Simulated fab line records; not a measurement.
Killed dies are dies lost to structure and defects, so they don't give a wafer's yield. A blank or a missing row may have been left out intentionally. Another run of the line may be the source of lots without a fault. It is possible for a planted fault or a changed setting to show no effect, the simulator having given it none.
Which tool did it? + flow berkeley cmos170 + 42 wafers from 14 lots sampled at 3 of the route's 331 steps

## WHAT THE GAUGES SHOWED, per wafer
UCB170_V1_CD_MEAS_90 targets a cd of 700 nm.
| lot  | measured     | on        | cd nm (nm)        |
|------|--------------|-----------|-------------------|
| L933 | day 7 08:13  | cd sem-01 | 700.3 699.2 701.3 |
| L934 | day 8 16:51  | cd sem-02 | 701.0 702.8 701.0 |
| L935 | day 7 22:55  | cd sem-02 | 700.6 700.6 700.7 |
| L936 | day 7 22:42  | cd sem-02 | 701.6 700.3 700.2 |
| L937 | day 8 04:21  | cd sem-01 | 697.9 698.3 699.6 |
| L938 | day 8 08:14  | cd sem-02 | 699.0 702.6 701.9 |
| L939 | day 8 08:45  | cd sem-02 | 701.7 701.1 702.3 |
| L940 | day 8 09:13  | cd sem-02 | 700.4 702.4 700.8 |
| L942 | day 9 03:14  | cd sem-02 | 702.4 699.9 701.7 |
| L941 | day 9 03:19  | cd sem-01 | 697.7 697.5 697.8 |
| L944 | day 9 10:55  | cd sem-02 | 699.3 698.9 698.0 |
| L951 | day 11 04:53 | cd sem-02 | 697.7 699.8 700.3 |
| L952 | day 11 04:19 | cd sem-01 | 699.4 698.9 699.8 |
| L955 | day 11 11:08 | cd sem-02 | 700.3 701.8 701.1 |

## WHAT TOOL EACH LOT RAN ON (gives the tool, then ch and the chambers of the sampled wafers, and finally the start)
| lot  | UCB170_ZERO_STRIP_07                | UCB170_V1_ETCH_14                  |
|------|-------------------------------------|------------------------------------|
| L933 | plasma asher-03 ch 0,1, day 1 22:55 | rie diel-01 ch 1,2,3, day 7 07:54  |
| L934 | plasma asher-01 ch 0,1, day 2 02:22 | rie diel-04 ch 1,2,3, day 8 16:33  |
| L935 | plasma asher-01 ch 1, day 2 05:58   | rie diel-04 ch 0,1,2, day 7 22:38  |
| L936 | plasma asher-03 ch 0,1, day 2 11:05 | rie diel-01 ch 0,2,3, day 7 22:25  |
| L937 | plasma asher-02 ch 0,1, day 2 14:52 | rie diel-01 ch 1,2, day 8 04:03    |
| L938 | plasma asher-01 ch 0,1, day 2 23:04 | rie diel-02 ch 0,2, day 8 07:49    |
| L939 | plasma asher-01 ch 0,1, day 3 06:10 | rie diel-04 ch 0,1,3, day 8 08:08  |
| L940 | plasma asher-01 ch 0,1, day 3 11:54 | rie diel-02 ch 1,2,3, day 8 08:37  |
| L942 | plasma asher-01 ch 0,1, day 3 15:42 | rie diel-02 ch 1,2,3, day 9 02:53  |
| L941 | plasma asher-03 ch 0,1, day 3 15:56 | rie diel-01 ch 0,1, day 9 03:02    |
| L944 | plasma asher-01 ch 0,1, day 4 06:31 | rie diel-04 ch 1,2,3, day 9 10:38  |
| L951 | plasma asher-03 ch 0,1, day 5 12:58 | rie diel-01 ch 1,2, day 11 04:35   |
| L952 | plasma asher-02 ch 0,1, day 5 17:26 | rie diel-04 ch 1,2,3, day 11 04:02 |
| L955 | plasma asher-03 ch 0,1, day 6 07:08 | rie diel-04 ch 0,1,2, day 11 10:51 |
- UCB170_ZERO_STRIP_07: strips in O2.
- UCB170_V1_ETCH_14: etches SiO2 in CHF3/CF4/Ar, stops on Al, target depth 1250 nm, time 301.1 s.

## WHAT THE TOOLS THEMSELVES READ (means of the sampled wafers that have a number; where no wafer has one, the mark that the record gives instead)
UCB170_ZERO_STRIP_07.
| lot  | tool            | drypump motor current A (A) | oes product au (a.u.) | strip time to endpoint s (s) |
|------|-----------------|-----------------------------|-----------------------|------------------------------|
| L933 | plasma asher-03 | 5.72                        | 0.722                 | 21.49                        |
| L934 | plasma asher-01 | 5.40                        | 0.725                 | 21.57                        |
| L935 | plasma asher-01 | 5.57                        | 0.727                 | 21.46                        |
| L936 | plasma asher-03 | 5.64                        | 0.728                 | 21.41                        |
| L937 | plasma asher-02 | 5.82                        | 0.721                 | 21.45                        |
| L938 | plasma asher-01 | 5.39                        | 0.727                 | 21.48                        |
| L939 | plasma asher-01 | 5.39                        | 0.727                 | 21.49                        |
| L940 | plasma asher-01 | 5.39                        | 0.733                 | 21.36                        |
| L942 | plasma asher-01 | 5.39                        | 0.725                 | 21.52                        |
| L941 | plasma asher-03 | 5.64                        | 0.729                 | 21.52                        |
| L944 | plasma asher-01 | 5.21                        | 0.726                 | 21.49                        |
| L951 | plasma asher-03 | 5.65                        | 0.731                 | 21.50                        |
| L952 | plasma asher-02 | 5.81                        | 0.732                 | 21.49                        |
| L955 | plasma asher-03 | 5.64                        | 0.731                 | 21.40                        |

UCB170_V1_ETCH_14.
| lot  | tool        | CHF3_flow_sccm (sccm) | drypump motor current A (A) | oes product au (a.u.) | throttle valve pct (%) |
|------|-------------|-----------------------|-----------------------------|-----------------------|------------------------|
| L933 | rie diel-01 | 44.91                 | 6.0                         | 0.868                 | 6.93                   |
| L934 | rie diel-04 | 45.10                 | 5.7                         | 0.875                 | 6.88                   |
| L935 | rie diel-04 | 44.97                 | 5.9                         | 0.870                 | 6.87                   |
| L936 | rie diel-01 | 45.03                 | 6.3                         | 0.865                 | 6.89                   |
| L937 | rie diel-01 | 44.99                 | 6.0                         | 0.868                 | 6.93                   |
| L938 | rie diel-02 | 45.03                 | 5.9                         | 0.862                 | 7.02                   |
| L939 | rie diel-04 | 45.12                 | 5.9                         | 0.883                 | 6.91                   |
| L940 | rie diel-02 | 44.95                 | 6.1                         | 0.873                 | 6.96                   |
| L942 | rie diel-02 | 45.00                 | 6.1                         | 0.875                 | 6.97                   |
| L941 | rie diel-01 | 44.81                 | 6.1                         | 0.856                 | 6.81                   |
| L944 | rie diel-04 | 45.02                 | 5.7                         | 0.874                 | 6.87                   |
| L951 | rie diel-01 | 45.03                 | 6.0                         | 0.869                 | 6.93                   |
| L952 | rie diel-04 | 45.03                 | 5.7                         | 0.877                 | 6.87                   |
| L955 | rie diel-04 | 44.97                 | 5.9                         | 0.864                 | 6.88                   |

## THE ANSWER, worked out from the rows above alone
Rule: the usual values come from the lots themselves. Put in order of their means at a reading, lots are off if they are a third of the lots or fewer, leave a main group of 4 or more, and stand apart from it by a gap of 3 or more times the standard deviation of the main group's means; of several such gaps the widest counts. A main group is skipped when, at the precision printed for the reading in the tables above, its means are all equal. A lot without any number at a reading at which 4 lots or more have one is off too. Any other lot the step has rows for is counted as sound. Order of review: gauges by route order, followed by the tools' own readings, for which a lot's mean as printed above is used. The first step at which some lot is off is used, and at that step the reading that is off furthest; a lot without a number counts as furthest.
Across all readings shown, no lot is off: no conclusion can be drawn from this.

## WHAT THE SIMULATOR HAD PUT IN
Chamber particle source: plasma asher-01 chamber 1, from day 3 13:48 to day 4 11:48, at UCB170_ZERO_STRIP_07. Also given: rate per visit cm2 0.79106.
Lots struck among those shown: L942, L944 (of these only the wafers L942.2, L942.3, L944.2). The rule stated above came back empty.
